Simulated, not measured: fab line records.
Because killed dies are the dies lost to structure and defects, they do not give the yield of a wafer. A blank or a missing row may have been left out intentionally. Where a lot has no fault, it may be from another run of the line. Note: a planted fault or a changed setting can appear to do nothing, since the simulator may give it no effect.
fab line records | flow rit-cmos | part 2 of 2: steps 43 to 44 of 44
record: lots: 6 wafers: 18 last-day: 7
route steps=202 shown SPACER@127 NSD@131 PSD@142 SDANNEAL@153 PLDD@159 NLDD@160 SILICIDE@161 CONTACT@168 M1@202
lots with no fault: from the same line, run without faults
start-h: hours from the record's opening day to when the first of the lot's shown wafers began | wait-h: hours elapsed since this lot's preceding step | " identical to the entry in the row above | L1.1+2: a row that stands for several wafers | - no value present, or no start provided | * or withheld: withheld | < > ~ a bound
route shown NAME@n: a module of which the file shows steps, and the number in the route of the first | usual: average and standard deviation across the fault-free wafers | same: alike in all rows | chamber/n: place in a boat | sites: readings site by site | _std_site: how widely they spread, as a standard deviation | _edge_site: the outer-site mean with the inner-site mean subtracted | radius-mm: for every site, how far away it sits from the centre of the wafer | mask NAME#n: copy n | behind: the last tool/chamber to shape the wafer | hold: why the lot went on hold/how many hours it stayed there/how the hold came to an end | device: names the non-switching transistor (n, p or np) | end of line: tests of these same wafers at the route's end | a step without rows: its recipe alone | killed: not the wafer's yield, but the dies lost to structure and defects at the first sort | map: a wafer's dies, x killed, . not, _ none there
set.NAME: the setting as run; set.NAME@STEP: as run at that earlier step | model.NAME: the simulator's own value behind a step, which no gauge read
lots at selected steps of the route; one table per step, one row per wafer
services: a tool's chamber out of use, with start hour (start-h, from the record's first day; less than 0 if before it), hours out, and reason
== steps ==
step: RIT_CONTACT_ETCH_11
recipe: target-depth-a: 4800 over-etch-frac: 0.2 stop-on: TiSi2 chemistry: CHF3/CF4/Ar target: SiO2 CHF3_flow_sccm: 50 cf4-flow-sccm: 10 Ar_flow_sccm: 100 O2_flow_sccm: 5 pressure-mtorr: 100 rf-w: 200 time-s: 320
usual: chamber-pressure-mTorr: 99.97/0.099 drypump-motor-current-A: 5.7/0.37 oes-product-au: 0.985/0.017 throttle-valve-pct: 8.90/0.11
columns lot.wafer tool chamber start-h wait-h chamber-pressure-mTorr drypump-motor-current-A oes-product-au rf-hours-counter-h throttle-valve-pct model.CONTACT.cd-nm
L346.2 rie-diel-01 0 68.08 0.1 99.89 5.6 0.981 123 9.01 1002
L346.3 " 3 " " 99.98 5.6 0.985 31 8.87 1000
L346.5 " 2 " " 100.00 6.1 1.021 - 9.08 1002
L348.2 rie-diel-02 2 80.53 0.1 100.04 6.3 0.961 19 8.69 999.6
L348.5 " 3 " " 100.11 6.3 0.993 - 8.87 999.5
L348.6 " 0 " " 99.95 5.9 0.983 - 8.86 998.5
L353.2 rie-diel-02 3 102.14 0.1 100.07 6.3 0.995 46 8.85 1002
L353.4 " 1 " " 100.02 5.7 0.979 30 9.00 1002
L353.5 " 3 " " 100.00 6.3 0.995 - 8.85 1002
L360.3 rie-diel-03 3 139.35 0.1 99.92 5.2 0.965 128 9.04 997.2
L360.4 " 1 " " 100.10 6.0 0.965 8 8.82 996.9
L360.5 " 1 " " 99.93 6.0 0.981 - 8.81 996.3
L362.3 rie-diel-01 3 147.59 0.1 100.04 5.6 0.983 33 8.87 978.2
L362.5 " 2 " " 99.92 6.1 1.022 - 9.07 976.9
L362.6 " 3 " " 99.92 5.6 0.986 - 8.87 976.4
L363.1 rie-diel-01 1 155.74 0.1 100.03 5.2 0.985 14 8.79 997.2
L363.3 " 0 " " 100.03 5.6 0.983 125 9.02 1001
L363.4 " 2 " " 99.93 6.1 1.019 74 9.07 998.5
step: RIT_M1_PROBE_99
usual: killed_at_M0_to_M3: 0.0/0.14 killed-at-contacts: 0.1/0.27 killed-at-front-end: 7.2/2.9 killed-dies: 7.3/2.9 killed-open: 3.6/1.9 killed-short: 3.8/1.9
same: gross-dies: 264 killed_at_M4_up: 0 killed-at-back-side: 0 killed-at-other: 0
columns lot.wafer tool chamber start-h wait-h killed_at_M0_to_M3 killed-at-contacts killed-at-front-end killed-dies killed-open killed-short model.etest.nmos_0p3.r-on-ohm-um model.etest.nmos_0p15.r-on-ohm-um model.etest.nmos_0p15.drive-ua-um model.etest.contact-nplus.end-ohm-um model.etest.nmos-narrow.drive-ua-um model.etest.nmos_0p3.drive-ua-um model.etest.contact-to-gate.bv-left-v model.etest.contact-to-gate.bv-right-v
L346.2 prober-02 - 73.61 0.1 0 0 7 7 4 3 2172 1141 458.9 42.44 221.3 221.2 87.74 91.91
L346.3 prober-02 - 73.66 0.2 0 0 11 11 5 6 2144 1111 472.1 42.03 223.8 221.7 89.3 90.4
L346.5 prober-02 - 73.76 0.2 0 0 6 6 2 4 2200 1157 462.4 43.11 220.2 215.8 91.07 89.99
L348.2 prober-02 - 85.43 0.1 0 0 7 7 5 2 2214 1170 452.9 41.76 220.2 220.2 93.35 88.29
L348.5 prober-02 - 85.58 0.2 0 0 7 7 3 4 2225 1207 460.6 43.5 222.4 221.5 88.47 94.29
L348.6 prober-02 - 85.63 0.2 1 0 3 4 1 3 2204 1155 455.2 42.55 217.5 216.7 90.61 90.15
L353.2 prober-01 - 107.17 0.1 0 0 6 6 3 3 2161 1136 448.3 40.51 221.4 220.9 88.7 89.22
L353.4 prober-01 - 107.27 0.2 0 0 6 6 3 3 2178 1164 444.7 41.19 220.7 219.9 87.68 90.71
L353.5 prober-01 - 107.32 0.2 0 0 6 6 3 3 2185 1172 433.2 40.6 222.9 218 88.33 90.59
L360.3 prober-02 - 144.60 0.2 0 1 6 7 4 3 2322 1216 446.5 68.34 212.8 212.2 91.52 90.1
L360.4 prober-02 - 144.65 0.2 0 0 7 7 4 3 2308 1239 444.5 68.43 216.5 210.2 92.43 89.4
L360.5 prober-02 - 144.70 0.2 0 1 9 10 5 5 2302 1198 445.9 68.18 210.1 205.5 92 92.39
L362.3 prober-02 - 152.56 0.2 0 0 8 8 3 5 2263 1212 451.5 67.82 216.7 217.8 95.3 95.98
L362.5 prober-02 - 152.66 0.2 0 0 5 5 2 3 2269 1208 459.2 69.5 216.1 216.1 97.12 95.53
L362.6 prober-02 - 152.71 0.2 0 0 10 10 6 4 2260 1207 452.7 69.06 216.9 217.7 98.78 96.67
L363.1 prober-01 - 160.84 0.1 0 0 3 3 1 2 2163 1160 460.8 40.03 227.5 229.4 90.73 89.14
L363.3 prober-01 - 160.94 0.2 0 0 5 5 2 3 2163 1144 466.9 40.4 228.1 227.3 89.54 89.83
L363.4 prober-01 - 160.99 0.2 1 0 3 4 2 2 2118 1133 483.8 41.27 239.3 239.6 88.05 88.96
killed by level:class
L346.2 FOX1:geometric-particle:open=2 SPACER:geometric-particle:open=2 SILICIDE:geometric-particle:short=2 SPACER:geometric-particle:short=1
L346.3 SPACER:geometric-particle:short=4 SPACER:geometric-particle:open=2 GATE:geometric-particle:short=1 GATE:geometric-particle:open=1 REOX:geometric-particle:open=1 SILICIDE:geometric-particle:short=1 SILICIDE:geometric-particle:open=1
L346.5 ACTIVE:geometric-particle:open=1 FOX1:geometric-particle:short=1 FOX2:geometric-particle:short=1 GATE:geometric-particle:short=1 GATE:geometric-particle:open=1 SPACER:geometric-particle:short=1
L348.2 SPACER:geometric-particle:open=4 GATE:geometric-particle:open=1 REOX:geometric-particle:short=1 SILICIDE:geometric-particle:short=1
L348.5 SPACER:geometric-particle:short=2 FOX1:geometric-particle:short=1 FOX1:geometric-particle:open=1 GATE:geometric-particle:open=1 GATE:geometric-particle:short=1 SPACER:geometric-particle:open=1
L348.6 REOX:geometric-particle:open=1 REOX:geometric-particle:short=1 SILICIDE:geometric-particle:short=1 M1:geometric-particle:short=1
L353.2 SPACER:geometric-particle:open=2 GATE:geometric-particle:open=1 GATE:geometric-particle:short=1 SPACER:geometric-particle:short=1 SILICIDE:geometric-particle:short=1
L353.4 GATE:geometric-particle:open=2 FOX1:geometric-particle:open=1 FOX1:geometric-particle:short=1 GATE:geometric-particle:short=1 REOX:geometric-particle:short=1
L353.5 GATE:geometric-particle:open=2 REOX:geometric-particle:short=2 GATE:geometric-particle:short=1 SILICIDE:geometric-particle:open=1
L360.3 GATE:geometric-particle:open=2 GATE:geometric-particle:short=2 FOX1:geometric-particle:open=1 SPACER:geometric-particle:open=1 CONTACT:geometric-particle:short=1
L360.4 REOX:geometric-particle:open=2 FOX2:geometric-particle:open=1 FOX2:geometric-particle:short=1 GATE:geometric-particle:short=1 GATE:geometric-particle:open=1 REOX:geometric-particle:short=1
L360.5 FOX2:geometric-particle:open=3 SILICIDE:geometric-particle:short=2 FOX1:geometric-particle:short=1 FOX2:geometric-particle:short=1 GATE:geometric-particle:open=1 SPACER:geometric-particle:open=1 CONTACT:geometric-particle:short=1
L362.3 REOX:geometric-particle:short=3 FOX2:geometric-particle:short=2 FOX2:geometric-particle:open=2 SILICIDE:geometric-particle:open=1
L362.5 REOX:geometric-particle:short=3 GATE:geometric-particle:open=1 REOX:geometric-particle:open=1
L362.6 GATE:geometric-particle:open=3 GATE:geometric-particle:short=2 FOX1:geometric-particle:open=1 FOX2:geometric-particle:short=1 FOX2:geometric-particle:open=1 SPACER:geometric-particle:open=1 SPACER:geometric-particle:short=1
L363.1 FOX1:geometric-particle:open=1 GATE:geometric-particle:short=1 REOX:geometric-particle:short=1
L363.3 GATE:geometric-particle:short=2 FOX1:geometric-particle:open=1 REOX:geometric-particle:short=1 SILICIDE:geometric-particle:open=1
L363.4 GATE:geometric-particle:short=2 GATE:geometric-particle:open=1 M1:geometric-particle:open=1
== services ==
columns tool chamber start-h hours kind
rie-diel-02 2 47.53 3.1 repair
rie-diel-02 0 54.83 2.9 repair
pecvd-03 2 59.32 6.2 repair
implanter-01 - 63.30 4.4 pm
implanter-01 - 67.68 3.4 pm
rie-diel-03 1 76.94 5.7 repair
rie-diel-01 2 77.17 2.2 repair
plasma-asher-01 - 83.32 14.6 pm
rie-diel-02 1 86.78 10.0 repair
rie-diel-01 2 89.83 1.3 repair
pecvd-02 - 90.73 0.6 repair
rie-diel-02 3 92.04 7.8 repair
plasma-asher-02 - 108.75 9.0 pm
plasma-asher-02 0 108.75 9.0 vent-cycle
plasma-asher-02 1 108.75 9.0 vent-cycle
rie-diel-04 3 109.86 1.9 repair
rie-diel-03 2 116.15 2.5 repair
plasma-asher-02 - 117.75 2.8 pm
pecvd-02 0 118.53 25.6 repair
rie-diel-03 - 120.86 4.3 pm
pecvd-04 - 132.78 1.5 repair
rie-diel-01 0 135.18 18.1 repair
rie-diel-03 3 146.38 4.0 repair
rie-diel-02 0 147.44 1.9 repair
== key ==
first-sign: step: RIT_NSD_IMPLANT_08 reading: dose-ions-cm2 direction: down sigmas: 99+ usual: 1.0002e+15 struck: 7.175e+14
effect: step: RIT_NSD_IMPLANT_08 reading: faraday-current-uA direction: down sigmas: 15 usual: 3129 struck: 2269
effect: step: RIT_NSD_TW_MEAS_10 reading: NSD_TW direction: down sigmas: 15 usual: 3131 struck: 2899
effect: step: RIT_SDANNEAL_RS_MEAS_05 reading: NSD_RS direction: up sigmas: 90 usual: 84.36 struck: 110.57
model-effect: step: RIT_CONTACT_ETCH_11 value: CONTACT.cd-nm without: 999.4 struck: 987
model-effect: step: RIT_M1_PROBE_99 value: etest.nmos_0p3.r-on-ohm-um without: 2131 struck: 2287
met-at RIT_NSD_IMPLANT_08
struck-wafers L360.3,L360.4,L360.5,L362.3,L362.5,L362.6
tester-left-out L360,L362
loop-trim: step: RIT_CONTACT_EXPOSE_05 setting: dose lots: L362
onset-between 75.81 134.64
fault: kind: process-parameter-drift tool: implanter-01 chamber: - onset-h: 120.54 steps: RIT_NSD_IMPLANT_08 channel: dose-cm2 offset: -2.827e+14 shape: step end-h: 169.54 acts-in: these-recipes-only stated: 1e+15
tester-left-out: of these lots the tester's yield and bins aren't shown, on N5 and GAA mostly nor the transistor test; their killed dies are dies lost to structure and defects alone, not to doping, threshold or leakage, so they don't give the yield
loop-trim: a control loop set the setting to another value than it would have without faults
